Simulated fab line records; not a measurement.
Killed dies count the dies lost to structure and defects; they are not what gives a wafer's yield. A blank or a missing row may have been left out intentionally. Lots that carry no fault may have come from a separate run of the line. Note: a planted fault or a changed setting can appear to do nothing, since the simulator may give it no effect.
Which of the tools did it? | flow berkeleyCmos170 | 14 lots, 42 wafers sampled, at 3 steps of a route of 331

## WHAT EACH GAUGE READ, for each wafer
UCB170_NSD_TW_MEAS_10.
lot  | measured     | on           | NSD_TW
L697 | day 8 03:48  | filmMetro-03 | 4175 4177 4151
L698 | day 8 09:49  | filmMetro-03 | 4154 4158 4161
L701 | day 8 16:47  | filmMetro-04 | 4183 4174 4188
L700 | day 8 17:23  | filmMetro-03 | 4147 4142 4141
L699 | day 8 17:07  | filmMetro-04 | 4172 4192 4195
L706 | day 9 16:22  | filmMetro-03 | 4188 4210 4217
L709 | day 10 02:43 | filmMetro-02 | 4189 4179 4186
L714 | day 11 16:08 | filmMetro-03 | 4212 4224 4211
L715 | day 11 15:52 | filmMetro-04 | 4205 4198 4232
L717 | day 11 17:03 | filmMetro-04 | 4182 4223 4217
L716 | day 11 17:03 | filmMetro-03 | 4191 4218 4214
L718 | day 12 12:44 | filmMetro-04 | 4184 4184 4171
L719 | day 12 13:42 | filmMetro-03 | 4186 4208 4221
L720 | day 13 06:18 | filmMetro-02 | 4202 4173 4226

UCB170_CONTACT_CD_MEAS_90: target cd 700 nm.
lot  | measured     | on       | cdNm (nm)
L697 | day 8 09:55  | cdSem-02 | 700.9 703.0 701.9
L698 | day 8 19:19  | cdSem-02 | 702.6 699.6 699.5
L701 | day 9 00:15  | cdSem-01 | 700.0 698.9 700.1
L700 | day 9 02:34  | cdSem-02 | 702.1 699.4 701.3
L699 | day 9 02:12  | cdSem-01 | 699.9 698.3 699.5
L706 | day 9 23:39  | cdSem-01 | 699.4 698.0 700.1
L709 | day 10 11:11 | cdSem-01 | 699.0 698.5 698.7
L714 | day 12 00:57 | cdSem-02 | 698.5 697.0 696.5
L715 | day 12 00:46 | cdSem-01 | 701.9 702.7 701.0
L717 | day 12 01:26 | cdSem-01 | 698.0 698.7 698.5
L716 | day 12 01:11 | cdSem-01 | 701.7 702.1 699.9
L718 | day 12 21:03 | cdSem-02 | 700.4 699.7 699.3
L719 | day 12 21:19 | cdSem-01 | 701.9 700.1 700.3
L720 | day 13 14:14 | cdSem-01 | 700.2 702.5 700.3

## WHICH TOOL RAN EACH LOT (tool, then ch and the chambers of the sampled wafers, then the start)
lot  | UCB170_PWELL_SOFTBAKE_09
L697 | lithoTrack-02 ch 0, day 3 11:44
L698 | lithoTrack-03 ch 0, day 3 18:36
L701 | lithoTrack-02 ch 0, day 4 04:02
L700 | lithoTrack-04 ch 0, day 4 04:10
L699 | lithoTrack-03 ch 0, day 4 04:15
L706 | lithoTrack-02 ch 0, day 5 06:07
L709 | lithoTrack-02 ch 0, day 5 19:11
L714 | lithoTrack-03 ch 0, day 7 06:21
L715 | lithoTrack-04 ch 0, day 7 06:32
L717 | lithoTrack-03 ch 0, day 7 13:31
L716 | lithoTrack-04 ch 0, day 7 13:41
L718 | lithoTrack-04 ch 0, day 8 03:14
L719 | lithoTrack-03 ch 0, day 8 03:19
L720 | lithoTrack-04 ch 0, day 8 14:32
- UCB170_PWELL_SOFTBAKE_09: time 60 s.

## AS READ BY THE TOOLS THEMSELVES (means over the sampled wafers that have a number; for cases with no such wafer, the mark the record gives instead)
UCB170_PWELL_SOFTBAKE_09.
lot  | tool          | heaterPowerTotalW (W) | plateTempC (C) | runLengthS (s)
L697 | lithoTrack-02 | 56.83                 | 130.16         | 88.91
L698 | lithoTrack-03 | 56.80                 | 130.03         | 89.25
L701 | lithoTrack-02 | 56.77                 | 129.76         | 88.85
L700 | lithoTrack-04 | 56.78                 | 130.04         | 89.40
L699 | lithoTrack-03 | 56.80                 | 130.10         | 89.30
L706 | lithoTrack-02 | 57.44                 | -              | 86.97
L709 | lithoTrack-02 | 57.38                 | -              | 86.99
L714 | lithoTrack-03 | 56.82                 | 130.00         | 89.23
L715 | lithoTrack-04 | 56.85                 | 130.02         | 89.35
L717 | lithoTrack-03 | 56.79                 | 129.97         | 89.21
L716 | lithoTrack-04 | 56.76                 | 129.93         | 89.31
L718 | lithoTrack-04 | 56.77                 | 130.08         | 89.37
L719 | lithoTrack-03 | 56.80                 | 129.95         | 89.30
L720 | lithoTrack-04 | 56.81                 | 130.15         | 89.49

## THE ANSWER, worked out from the rows above alone
Rule: usual is defined by the lots themselves. The widest of any qualifying gaps counts: lots, ordered by their means at a reading, are off when they make up no more than a third of the lots, leave a main group of 4 or more, and stand apart from it by 3 or more times the standard deviation of that group's means. A main group whose means are all the same, to the digits that the tables above print for the reading, isn't used. A lot without any number at a reading at which 4 lots or more have one is off too. Where the step has rows for the other lots, those lots are counted as sound. The gauges are gone through in route order, then the tools' own readings, and for those a lot's mean is taken as printed above. The first step at which some lot is off is used, and at that step the reading that is off furthest; a lot without a number counts as furthest.
Off: L706, L709, at UCB170_PWELL_SOFTBAKE_09 (plateTempC). Without a number there: L706, L709. The main group has a mean of 130.02 C with a standard deviation of 0.1.
If a tool, at that step or one of the process steps before it, ran each lot that is off and ran no sound lot following the first of them, it fits. One fits: UCB170_PWELL_SOFTBAKE_09 on lithoTrack-02. A fault onset in the window from L701 (day 4 04:02, its last sound lot) to L706 (day 5 06:07, its first lot off) fits.
The tool's own readings at UCB170_PWELL_SOFTBAKE_09 bear it out: on the lots that are off they differ by more than 5 times the standard deviation of the sound lots' means. heaterPowerTotalW reads 57.41 W there against 56.80 W on the sound lots; runLengthS reads 86.98 s there against 89.25 s on the sound lots.
Blank at UCB170_PWELL_SOFTBAKE_09 on the lots that are off, where sound lots have numbers: plateTempC.

## WHAT HAD BEEN PUT IN BY THE SIMULATOR
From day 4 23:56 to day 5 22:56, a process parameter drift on lithoTrack-02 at UCB170_PWELL_SOFTBAKE_09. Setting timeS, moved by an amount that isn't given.
Struck lots among those shown: L706, L709. The rule given above showed the same thing.
